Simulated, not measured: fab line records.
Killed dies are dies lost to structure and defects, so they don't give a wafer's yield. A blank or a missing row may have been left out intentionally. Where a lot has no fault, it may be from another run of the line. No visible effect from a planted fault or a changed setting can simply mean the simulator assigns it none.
2 desks, one fault / flow berkeley cmos170 / each desk holds nothing but its own numbers, with what lay behind them at the end

== AT THE METROLOGY DESK ==
Means of the sampled wafers that have a number, per lot and without regard to the tool the lot ran on: this is what the gauges read. A lot is out of limits, marked OUT, if its mean lies more than 4 standard deviations from the usual mean; the brackets give that distance.
Columns: A = cd nm at UCB170_ACTIVE_CD_MEAS_13, usual 1199.8 nm; B = cd nm at UCB170_CONTACT_CD_MEAS_15, usual 700.1 nm; C = cd nm at UCB170_V1_CD_MEAS_12, usual 700.5 nm
lot=L523; first seen here=day 4 13:11; A=1198.3; B=701.3; C=701.7
lot=L524; first seen here=day 4 13:16; A=1200.3; B=700.1; C=700.2
lot=L525; first seen here=day 4 22:32; A=1196.8; B=699.3; C=701.4
lot=L528; first seen here=day 5 08:56; A=1201.4; B=698.9; C=701.8
lot=L530; first seen here=day 5 21:52; A=1199.7; B=699.1; C=700.1
lot=L529; first seen here=day 5 22:07; A=1196.9; B=701.3; C=698.4
lot=L533; first seen here=day 6 10:14; A=1201.0; B=698.2; C=699.8
lot=L532; first seen here=day 6 10:31; A=1200.7; B=699.3; C=699.7
lot=L535; first seen here=day 6 21:10; A=1200.3; B=699.2; C=698.8
lot=L534; first seen here=day 6 21:22; A=1202.7; B=701.4; C=700.4
lot=L538; first seen here=day 7 11:43; A=1198.1; B=700.1; C=700.6
lot=L537; first seen here=day 7 12:01; A=1197.4; B=700.1; C=699.8
lot=L540; first seen here=day 8 08:46; A=1202.2; B=698.6; C=701.3
lot=L545; first seen here=day 8 23:02; A=1200.4; B=700.3; C=699.5
This desk's verdict: no lot among the 14 shows anything out of limits.

== DESK OF THE TOOL OWNER: rie diel-01 ==
The tool's own readings at UCB170_NWELL_ETCH_13 (etches Si3N4 in CH3F/Ar/O2, stops on SiO2, target depth 246.4 nm, time 154 s): means of the sampled wafers that have a number, for each lot that ran on this tool. A lot is out of limits, marked OUT, if its mean lies more than 4 standard deviations from the usual mean; the brackets give that distance.
Columns: A = O2_flow_sccm at UCB170_NWELL_ETCH_13, usual 7.000 sccm; B = drypump motor current A at UCB170_NWELL_ETCH_13, usual 5.5 A; C = oes product au at UCB170_NWELL_ETCH_13, usual 0.940 a.u.; D = throttle valve pct at UCB170_NWELL_ETCH_13, usual 8.01 %
lot=L523; first seen here=day 2 07:49; A=7.002; B=5.5; C=0.937; D=7.99
lot=L533; first seen here=day 4 11:56; A=6.996; B=5.6; C=0.947; D=7.93
lot=L537; first seen here=day 5 10:22; A=7.010; B=5.5; C=0.927; D=8.00
lot=L540; first seen here=day 6 01:31; A=7.018; B=5.5; C=0.904; D=8.07
lot=L545; first seen here=day 6 19:28; A=6.985; B=5.5; C=0.904; D=7.99
This desk's verdict: no lot among the 5 shows anything out of limits.

== PUT TOGETHER ==
At the metrology desk, nothing out of limits was observed.
The desk of the tool owner found nothing out of limits.

== WHAT HAD BEEN PUT IN BY THE SIMULATOR ==
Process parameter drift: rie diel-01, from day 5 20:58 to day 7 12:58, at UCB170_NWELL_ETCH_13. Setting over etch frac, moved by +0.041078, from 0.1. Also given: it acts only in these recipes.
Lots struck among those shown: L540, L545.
